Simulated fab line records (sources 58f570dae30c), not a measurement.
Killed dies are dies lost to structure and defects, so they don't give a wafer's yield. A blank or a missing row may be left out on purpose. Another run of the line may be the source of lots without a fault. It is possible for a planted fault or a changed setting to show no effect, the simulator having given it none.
A lot that was struck, set against a sound lot | flow berkeleyCmos170 | 15 out of 331 route steps
Sound: these wafers, L271.1, L271.2, L271.5. Struck: wafers L288.2, L288.6. (L288.4 of the same lot was not struck and is left out.) The cause comes at the end.
For every step that has rows: the tool of each side, followed by ch and its chambers, followed by its first start. Under that, the readings that differ: sound wafers | struck wafers | difference of the means | sigmas: that difference in standard deviations of wafers without a fault.
alike: a reading whose means differ by less than 2 such deviations, as well as words and numbers matching on both sides. not compared: withheld readings; readings where some wafer has no value; bounds like >300 that might hide an equal value; numbers whose values overlap and for which the record gives no deviation.
Wherever a step has rows on one side only, a row that says differs or no value, or a row with sigmas, the two part there. Numbers that don't overlap but have no deviation are shown without sigmas and don't part them. A reading missing from all wafers of one side parts the sides only when that side holds two or more wafers.

first, 1 step without rows for these wafers: UCB170_M2_SOFTBAKE_06 (time 60 s).
UCB170_M2_STRIP_07: strips in O2.
  sound on plasmaAsher-03 ch 0,1, day 9 06:00; struck on plasmaAsher-03 ch 0,1, day 12 08:23
  alike: drypumpMotorCurrentA, oesProductAu, stripTimeToEndpointS
  not compared: rfHoursCounterH
then, 7 steps without rows for these wafers: UCB170_M2_STRIP_08 (strips KrF in DMSO, time 600 s); UCB170_M2_COAT_09; UCB170_M2_COAT_10 (resist thk 900 nm); UCB170_M2_SOFTBAKE_11 (time 60 s); UCB170_M2_EXPOSE_12 (exposes mask METAL2, target cd 700 nm); UCB170_M2_PEB_13; UCB170_M2_DEVELOP_14 (develop time 43.67 s).
UCB170_M2_CD_MEAS_15 targets a cd of 700 nm.
  sound on cdSem-01, day 9 10:35; struck on cdSem-01, day 12 09:31
reading   | sound             | struck      | difference | sigmas
cdNm (nm) | 697.8 696.2 696.3 | 702.4 699.7 | +4.3       | +3
UCB170_M2_OVL_MEAS_16:
  sound on overlay-01, day 9 10:43; struck on overlay-02, day 12 09:38
  alike: M2_OVL
UCB170_M2_ETCH_17: etches BARC in N2/H2.
  sound on rieDiel-03 ch 0,2,3, day 9 10:45; struck on rieDiel-02 ch 3, day 12 09:40
  alike: drypumpMotorCurrentA, n2FlowSccm, oesProductAu, throttleValvePct
UCB170_M2_METAL_ETCH_18: etches Al in Cl2/BCl3, stops on SiO2, target depth 1170 nm, time 195 s.
  sound on rieMetal-04 ch 0,1, day 9 10:47; struck on rieMetal-04 ch 0, day 12 09:42
reading                            | sound             | struck      | difference | sigmas
oesProductAu (a.u.)                | 0.827 0.859 0.843 | 0.930 0.943 | +0.094     | +6
runLengthS (s)                     | 223.7 223.6 223.3 | 207.7 207.5 | -15.9      | -22
model.KrF_of_M2_COAT_10.thkNm (nm) | 181.1 197.9 191.1 | 261.7 271   | +76.3      | 
  alike: drypumpMotorCurrentA, mfcCl2Sccm, throttleValvePct
  not compared: rfHoursCounterH
UCB170_M2_STRIP_19: strips in O2.
  sound on plasmaAsher-01 ch 0,1, day 9 10:58; struck on plasmaAsher-03 ch 0,1, day 12 09:53
reading             | sound             | struck      | difference | sigmas
oesProductAu (a.u.) | 0.510 0.526 0.512 | 0.601 0.594 | +0.081     | +5
  alike: drypumpMotorCurrentA
  not compared: rfHoursCounterH
UCB170_M2_CD_MEAS_90 targets a cd of 700 nm.
  sound on cdSem-02, day 9 11:04; struck on cdSem-01, day 12 10:01
reading   | sound       | struck  | difference | sigmas
cdNm (nm) | 694 701 698 | 710 709 | +12        | +2

== WHERE THEY PART ==
First at UCB170_M2_CD_MEAS_15; last, within this record, at UCB170_M2_CD_MEAS_90.

WHY: what the simulator had put in
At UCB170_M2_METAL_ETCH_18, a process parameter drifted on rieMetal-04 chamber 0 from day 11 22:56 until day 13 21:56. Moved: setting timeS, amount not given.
